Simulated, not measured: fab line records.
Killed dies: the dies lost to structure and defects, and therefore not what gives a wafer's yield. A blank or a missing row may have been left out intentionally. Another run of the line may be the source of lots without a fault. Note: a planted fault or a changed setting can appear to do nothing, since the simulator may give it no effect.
Struck lot and sound lot, side by side -- flow ritCmos -- 15 out of 202 route steps
Sound: these wafers, L684.3, L684.5, L684.6. Struck: wafers L696.1, L696.3, L696.6. The cause is named last.
Each step with rows lists, per side, the tool, then ch with its chambers, then its first start. Under that, the readings that differ: sound wafers -- struck wafers -- difference of the means -- sigmas: that difference in standard deviations of wafers without a fault.
alike: same words and numbers on both sides, and readings whose means sit less than 2 such deviations apart. not compared: any withheld reading, any reading some wafer has no value for, any bound like >300 that may hide the same value, and any number with overlapping values for which the record gives no deviation.
A row with sigmas, a row that says differs or no value, or rows on one side alone: a step with any of these is where the two part. Numbers that have no deviation but don't overlap get no sigmas and don't part them. A reading missing from all wafers of one side parts the sides only when that side holds two or more wafers.

first, 2 steps without rows for these wafers: RIT_PWELL_PEB_04; RIT_PWELL_DEVELOP_05 (develop time 68 s).
RIT_PWELL_OVL_MEAS_06:
  sound on overlay-01, day 2 09:13; struck on overlay-01, day 4 21:05
  alike: PWELL_OVL
then, 2 steps without rows for these wafers: RIT_PWELL_HARDBAKE_07 (time 120 s); RIT_PWELL_IMPLANT_08.
RIT_PWELL_STRIP_09: strips in O2, time 180 s.
  sound on plasmaAsher-03 ch 0,1, day 2 09:42; struck on plasmaAsher-02 ch 0,1, day 4 21:31
  alike: drypumpMotorCurrentA
  not compared: rfHoursCounterH
RIT_PWELL_TW_MEAS_10:
  sound on filmMetro-01, day 2 09:50; struck on filmMetro-04, day 4 21:41
  alike: PWELL_TW
then, 1 step without rows for these wafers: RIT_WELLDRIVE_ANNEAL_00 (time 14700 s).
RIT_WELLDRIVE_RS_MEAS_01: measurement is done with a four-point probe.
  sound on filmMetro-01, day 2 19:43; struck on filmMetro-01, day 5 02:50
  alike: NWELL_RS
RIT_WELLDRIVE_RS_MEAS_02: measurement is done with a four-point probe.
  sound on filmMetro-01, day 2 19:50; struck on filmMetro-01, day 5 02:57
  alike: PWELL_RS
then, 2 steps without rows for these wafers: RIT_NRETRO_HMDS_00 (prime time 60 s); RIT_NRETRO_COAT_01 (resist thk 1300 nm).
RIT_NRETRO_SOFTBAKE_02: time 60 s.
  sound on lithoTrack-04 ch 0, day 2 20:16; struck on lithoTrack-04 ch 0, day 5 03:22
reading,sound,struck,difference,sigmas
heaterPowerTotalW (W),34.58 34.54 34.52,35.11 35.03 35.10,+0.53,+11
runLengthS (s),89.35 89.44 89.36,86.35 86.37 86.41,-3.01,-13
then, 1 step without rows for these wafers: RIT_NRETRO_EXPOSE_03 (exposes mask M4, target cd 43900 nm).
RIT_M1_PROBE_99:
  sound on prober-01, day 4 00:57; struck on prober-02, day 6 07:49
  alike: killedAtFrontEnd, killedDies, killedOpen, killedShort

## WHERE THEY PART
Only at RIT_NRETRO_SOFTBAKE_02, within this record. Later steps at which nothing parts them and some readings are alike: RIT_M1_PROBE_99.

WHY: whatever the simulator had introduced
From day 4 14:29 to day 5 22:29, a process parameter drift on lithoTrack-04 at RIT_NRETRO_SOFTBAKE_02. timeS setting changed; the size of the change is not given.
